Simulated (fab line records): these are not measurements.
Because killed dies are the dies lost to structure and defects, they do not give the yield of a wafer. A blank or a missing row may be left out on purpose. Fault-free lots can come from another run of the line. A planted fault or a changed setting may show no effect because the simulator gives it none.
Code-filled problem report in 8D (eight disciplines) form :: flow berkeleyCmos170 :: the parts of the form that need people (team, actions taken, sign-off) are left out

1. THE ISSUE
At UCB170_M2_STRIP_07, o2FlowSccm averages 319.0 sccm over 6 wafers from 2 lots, while fault-free wafers read 400.1 sccm, standard deviation 1.3. Relative to the usual mean, that is a shift of -62 standard deviations.
The step: strips in O2.
First seen on wafer L843.2, day 9 17:52, on plasmaAsher-01. The record holds 42 wafers of 14 lots with a number at this step. Rule for "out", or "out of limits": more than 4 standard deviations from the usual mean. All remaining wafers that have a number are taken as sound.

2. WHAT THIS IS AND IS NOT
question: which readings at this step
is: o2FlowSccm, stripTimeToEndpointS
is not: drypumpMotorCurrentA

question: which lots
is: L843, L846
is not: L837, L839, L840, L841, L844, L850, L851, L854, L857, L858, L859, L860

question: which wafers of those lots
is: all that have a number
is not: -

question: read on which tools
is: plasmaAsher-01
is not: plasmaAsher-03, plasmaAsher-04

question: when
is: from day 9 17:52
is not: up to then (12 sound wafers); but 24 sound wafers of L844, L850, L851, L854, L857, L858, L859, L860 came after

3. THE SUSPECTS, EACH WITH WHAT RULES IT OUT
Counting: a tool at any process step up to the reading remains a suspect when it ran all the lots that are out and ran no sound lot after the first of those.
- rieDiel-02 at UCB170_GATE_ETCH_14 (etches BARC in N2/H2): ruled out as a lasting fault. Sound lots L850, L851, L860, L859 ran on it after its first lot that is out, L843 (day 8 12:39).
- plasmaAsher-01 at UCB170_M2_STRIP_07 (strips in O2): ruled out as a lasting fault. Sound lots L857 ran on it after its first lot that is out, L843 (day 9 17:52).
Left after counting: nothing in the record.

4. THE CAUSE (what the simulator had put in)
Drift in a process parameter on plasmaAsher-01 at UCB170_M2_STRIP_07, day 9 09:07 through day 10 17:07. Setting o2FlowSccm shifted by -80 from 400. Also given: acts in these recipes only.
Counting ruled it out, wrongly.

5. SEQUENCE OF EFFECTS, ordered by route
One row per reading whose mean, taken over the struck wafers that have a number, lies over 3 standard deviations from the usual. Only readings whose record carries a usual standard deviation are examined. hours: median over the lots of the time between each lot's start at the first step of this table that gives one and its start at this step. sigmas: the change, counted in usual standard deviations.
hours: 0
step: UCB170_M2_STRIP_07
reading: o2FlowSccm
usual: 400.1 sccm
on struck wafers: 319.0
change: -81.1
sigmas: -62

hours: 0
step: UCB170_M2_STRIP_07
reading: oesProductAu
usual: 0.735 a.u.
on struck wafers: 0.715
change: -0.020
sigmas: -4.6

hours: 0
step: UCB170_M2_STRIP_07
reading: stripTimeToEndpointS
usual: 21.99 s
on struck wafers: 22.83
change: +0.84
sigmas: +12
Its process steps:
- UCB170_M2_STRIP_07: strips in O2.

6. HOW IT WOULD HAVE BEEN CAUGHT EARLIER
9 hours passed between the start of the fault at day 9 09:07 and the first reading out of limits in this record, taken at day 9 17:52.
